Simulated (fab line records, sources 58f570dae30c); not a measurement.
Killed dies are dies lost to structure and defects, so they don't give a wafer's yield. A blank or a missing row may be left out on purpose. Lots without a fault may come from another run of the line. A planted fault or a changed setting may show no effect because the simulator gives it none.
Tool commonality check | flow berkeley_cmos170 | 15 lots, 54 wafers sampled

WHY IT WAS OPENED
At UCB170_PLDD_TW_MEAS_11 the reading PLDD_TW is flagged on 3 of 15 lots. Wafers without a fault read 1007, standard deviation 11.
Rule: a lot is flagged when every wafer of it that has a number lies more than 4 standard deviations from that mean, or none has a number. The other lots count as sound.

lot  | measured     | on            | PLDD_TW, wafer by wafer       | flag
L512 | day 6 11:29  | film_metro-02 | 1007 1008 1011                |
L514 | day 6 20:25  | film_metro-02 | 1010 1010 1003                |
L517 | day 7 04:37  | film_metro-02 | 1011 1012 1006                |
L515 | day 7 04:49  | film_metro-04 | 1021 1022 1018                |
L516 | day 7 05:22  | film_metro-01 | 1134 1127 1129 1134 1129 1135 | FLAGGED
L518 | day 7 14:28  | film_metro-02 | 1147 1150 1155 1150 1156 1153 | FLAGGED
L522 | day 8 10:10  | film_metro-01 | 1130 1133 1127 1131 1130 1125 | FLAGGED
L527 | day 9 11:37  | film_metro-04 | 1021 1024 1016                |
L528 | day 9 11:54  | film_metro-01 | 987 989 989                   |
L530 | day 9 21:52  | film_metro-04 | 1021 1023 1015                |
L529 | day 9 22:11  | film_metro-02 | 1008 1009 1012                |
L531 | day 9 22:26  | film_metro-01 | 991 985 991                   |
L532 | day 10 13:22 | film_metro-04 | 1025 1026 1024                |
L533 | day 10 20:37 | film_metro-01 | 1000 999 998                  |
L534 | day 10 21:07 | film_metro-02 | 1012 1009 1015                |
The numbers of the flagged lots are 1138 on average: +130 against the usual, or +12 standard deviations.

WHICH TOOL RAN EACH LOT
The record holds 1 process step before the reading, out of a route of 331 steps. In each cell: the tool, then ch and the chambers that the sampled wafers went through, then the start.
lot  | flag    | UCB170_PLDD_IMPLANT_09
L512 |         | implanter-01 ch 0, day 6 11:16
L514 |         | implanter-02 ch 0, day 6 20:07
L517 |         | implanter-01 ch 0, day 7 04:22
L515 |         | implanter-02 ch 0, day 7 04:36
L516 | FLAGGED | implanter-04 ch 0, day 7 04:48
L518 | FLAGGED | implanter-01 ch 0, day 7 13:55
L522 | FLAGGED | implanter-01 ch 0, day 8 09:36
L527 |         | implanter-01 ch 0, day 9 11:22
L528 |         | implanter-02 ch 0, day 9 11:39
L530 |         | implanter-04 ch 0, day 9 21:37
L529 |         | implanter-01 ch 0, day 9 21:58
L531 |         | implanter-02 ch 0, day 9 22:11
L532 |         | implanter-01 ch 0, day 10 13:07
L533 |         | implanter-02 ch 0, day 10 20:23
L534 |         | implanter-04 ch 0, day 10 20:53
What these steps do:
- UCB170_PLDD_IMPLANT_09
- UCB170_PLDD_TW_MEAS_11

FLAGGED OVER TOTAL, TOOL BY TOOL (the gauges that took the reading come last)
step                   | tool          | lots run | flagged | share of the flagged lots | sound lots run after its first flagged lot
UCB170_PLDD_IMPLANT_09 | implanter-01  | 7        | 2       | some                      | 3 (L527,L529,L532)
UCB170_PLDD_IMPLANT_09 | implanter-02  | 5        | 0       | none                      | -
UCB170_PLDD_IMPLANT_09 | implanter-04  | 3        | 1       | some                      | 2 (L530,L534)
UCB170_PLDD_TW_MEAS_11 | film_metro-01 | 5        | 2       | some                      | 3 (L528,L531,L533)
UCB170_PLDD_TW_MEAS_11 | film_metro-02 | 6        | 1       | some                      | 2 (L529,L534)
UCB170_PLDD_TW_MEAS_11 | film_metro-04 | 4        | 0       | none                      | -

WHAT THE TABLE ALLOWS
No row of the table ran every flagged lot.

WHAT THE SIMULATOR HAD PUT IN
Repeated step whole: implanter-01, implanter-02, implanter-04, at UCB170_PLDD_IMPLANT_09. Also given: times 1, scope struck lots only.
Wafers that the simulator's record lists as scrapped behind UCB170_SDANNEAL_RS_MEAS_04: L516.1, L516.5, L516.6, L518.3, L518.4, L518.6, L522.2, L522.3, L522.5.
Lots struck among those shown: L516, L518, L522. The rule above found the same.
